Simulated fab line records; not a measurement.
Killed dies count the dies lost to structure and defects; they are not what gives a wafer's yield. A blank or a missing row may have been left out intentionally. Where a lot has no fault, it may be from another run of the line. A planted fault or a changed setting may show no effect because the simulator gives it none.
A sampling plan put to the test    flow berkeleyCmos170    one line in one fab, 14 faults in these records, each fault weighed on the records of the lots it struck
The line's own looks make up the plan; these are the steps of the route where a gauge or inspection reads the wafer and leaves it unchanged. A look is open to judgement when struck wafers have a number at it and the file gives its usual mean and standard deviation on fault-free wafers. Caught: at a look after the fault's first step, the mean of the struck wafers lies 4 or more of those standard deviations (sigma) from the usual mean. On the tool: here the same test is run on the tool's own readings at the fault's steps. Another recipe on the struck wafers, or a record that is blank for them alone, also counts as caught.

## THE FAULTS, as the simulator had put them in
1. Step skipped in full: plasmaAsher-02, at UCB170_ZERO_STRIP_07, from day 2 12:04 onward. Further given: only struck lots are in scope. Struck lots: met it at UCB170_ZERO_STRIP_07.
2. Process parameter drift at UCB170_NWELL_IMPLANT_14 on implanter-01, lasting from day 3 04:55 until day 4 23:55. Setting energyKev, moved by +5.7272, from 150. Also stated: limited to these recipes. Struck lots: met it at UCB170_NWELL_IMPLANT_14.
3. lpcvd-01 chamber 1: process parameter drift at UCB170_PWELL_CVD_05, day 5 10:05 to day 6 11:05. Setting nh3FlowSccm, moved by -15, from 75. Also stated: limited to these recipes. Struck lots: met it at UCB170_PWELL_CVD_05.
4. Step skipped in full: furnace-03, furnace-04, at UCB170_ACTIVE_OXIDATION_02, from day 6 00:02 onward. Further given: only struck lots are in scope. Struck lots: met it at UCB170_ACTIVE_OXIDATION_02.
5. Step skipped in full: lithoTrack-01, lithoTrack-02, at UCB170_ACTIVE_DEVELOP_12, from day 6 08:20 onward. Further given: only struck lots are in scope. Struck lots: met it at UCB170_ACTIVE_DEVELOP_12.
6. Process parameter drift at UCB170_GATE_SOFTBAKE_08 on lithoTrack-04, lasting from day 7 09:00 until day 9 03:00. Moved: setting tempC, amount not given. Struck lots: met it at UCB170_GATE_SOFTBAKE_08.
7. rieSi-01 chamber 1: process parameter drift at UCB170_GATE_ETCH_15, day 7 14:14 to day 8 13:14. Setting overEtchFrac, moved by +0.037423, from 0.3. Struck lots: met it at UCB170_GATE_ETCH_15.
8. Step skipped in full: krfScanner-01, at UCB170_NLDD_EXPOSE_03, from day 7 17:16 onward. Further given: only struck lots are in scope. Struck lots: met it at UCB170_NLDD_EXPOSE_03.
9. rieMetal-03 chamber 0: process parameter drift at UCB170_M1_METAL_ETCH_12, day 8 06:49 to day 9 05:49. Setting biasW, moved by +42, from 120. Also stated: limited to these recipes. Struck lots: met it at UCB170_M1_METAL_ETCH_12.
10. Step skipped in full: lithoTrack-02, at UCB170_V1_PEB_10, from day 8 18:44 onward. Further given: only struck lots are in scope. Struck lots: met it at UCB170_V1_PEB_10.
11. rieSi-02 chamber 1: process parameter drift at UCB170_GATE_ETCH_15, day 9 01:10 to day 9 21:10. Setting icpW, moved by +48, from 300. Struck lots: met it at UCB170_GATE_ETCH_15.
12. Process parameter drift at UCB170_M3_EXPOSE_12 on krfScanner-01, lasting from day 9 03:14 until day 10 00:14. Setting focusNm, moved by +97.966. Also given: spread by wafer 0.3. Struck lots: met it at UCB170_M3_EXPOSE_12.
13. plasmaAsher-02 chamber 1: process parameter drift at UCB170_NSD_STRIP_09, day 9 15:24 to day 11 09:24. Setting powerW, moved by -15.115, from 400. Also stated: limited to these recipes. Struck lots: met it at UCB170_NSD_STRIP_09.
14. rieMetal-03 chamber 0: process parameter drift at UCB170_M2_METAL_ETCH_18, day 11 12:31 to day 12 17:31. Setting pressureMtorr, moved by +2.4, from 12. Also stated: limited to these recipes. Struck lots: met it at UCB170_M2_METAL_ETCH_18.

## WHAT THE PLAN SAW
fault  on the tool itself                                first look that catches it                       reading, sigma         median hours from its first step to that look  hours from the fault's start to the first struck lot there  judged looks passed uncaught
1      the tool's record is blank for the struck wafers  no look after it can be judged                   -                      -                                              -                                                           0
2      beamEnergyKeV +99 or beyond sigma                 not the one look that can be judged after it     -                      -                                              -                                                           1
3      nh3FlowSccm -55 sigma                             UCB170_PWELL_THK_MEAS_06                         PWELL_NITRIDE_THK -15  1.9                                            7                                                           0
4      the tool's record is blank for the struck wafers  no look after it can be judged                   -                      -                                              -                                                           0
5      the tool's record is blank for the struck wafers  no look after it can be judged                   -                      -                                              -                                                           0
6      heaterPowerTotalW -13 sigma                       no look after it can be judged                   -                      -                                              -                                                           0
7      under 2 sigma                                     none of the 2 looks that can be judged after it  -                      -                                              -                                                           2
8      no reading that can be judged                     no look after it can be judged                   -                      -                                              -                                                           0
9      biasW +99 or beyond sigma                         no look after it can be judged                   -                      -                                              -                                                           0
10     the tool's record is blank for the struck wafers  no look after it can be judged                   -                      -                                              -                                                           0
11     rfFwdPowerW +38 sigma                             no look after it can be judged                   -                      -                                              -                                                           0
12     exposureDoseMJCm2 +11 sigma                       no look after it can be judged                   -                      -                                              -                                                           0
13     stripTimeToEndpointS +15 sigma                    no look after it can be judged                   -                      -                                              -                                                           0
14     chamberPressureMTorr +99 or beyond sigma          no look after it can be judged                   -                      -                                              -                                                           0
A dash: the fault is not caught, or the number is missing from these records.

Caught at a look: 1 of 14. Caught on the tool: 12 of 14. By one or the other: 12 of 14.
Faults 1, 2, 4, 5, 6, 9, 10, 11, 12, 13, 14 were caught on the tool alone.
Caught by neither: faults 7, 8.

## THINNER SAMPLING
If the look that catches a fault measured only every second or every third lot, by lot number, the first struck lot would be measured this late in the worst case:
fault  struck lots at that look, in order of time  every lot  every second lot  every third lot
3      L263, L264                                  7 h        7 h               may miss all 2
Hours count from the start of the fault until the first struck lot that is measured. The limit of 4 sigma was tested on all struck wafers together, so one lot alone may lie under it. Other struck lots may not be in these records.

## THE LONGEST TIMED WAY FROM STEP TO LOOK
For fault 3, UCB170_PWELL_CVD_05 and UCB170_PWELL_THK_MEAS_06 are separated by a median of 1.9 hours. No look between them can be judged.
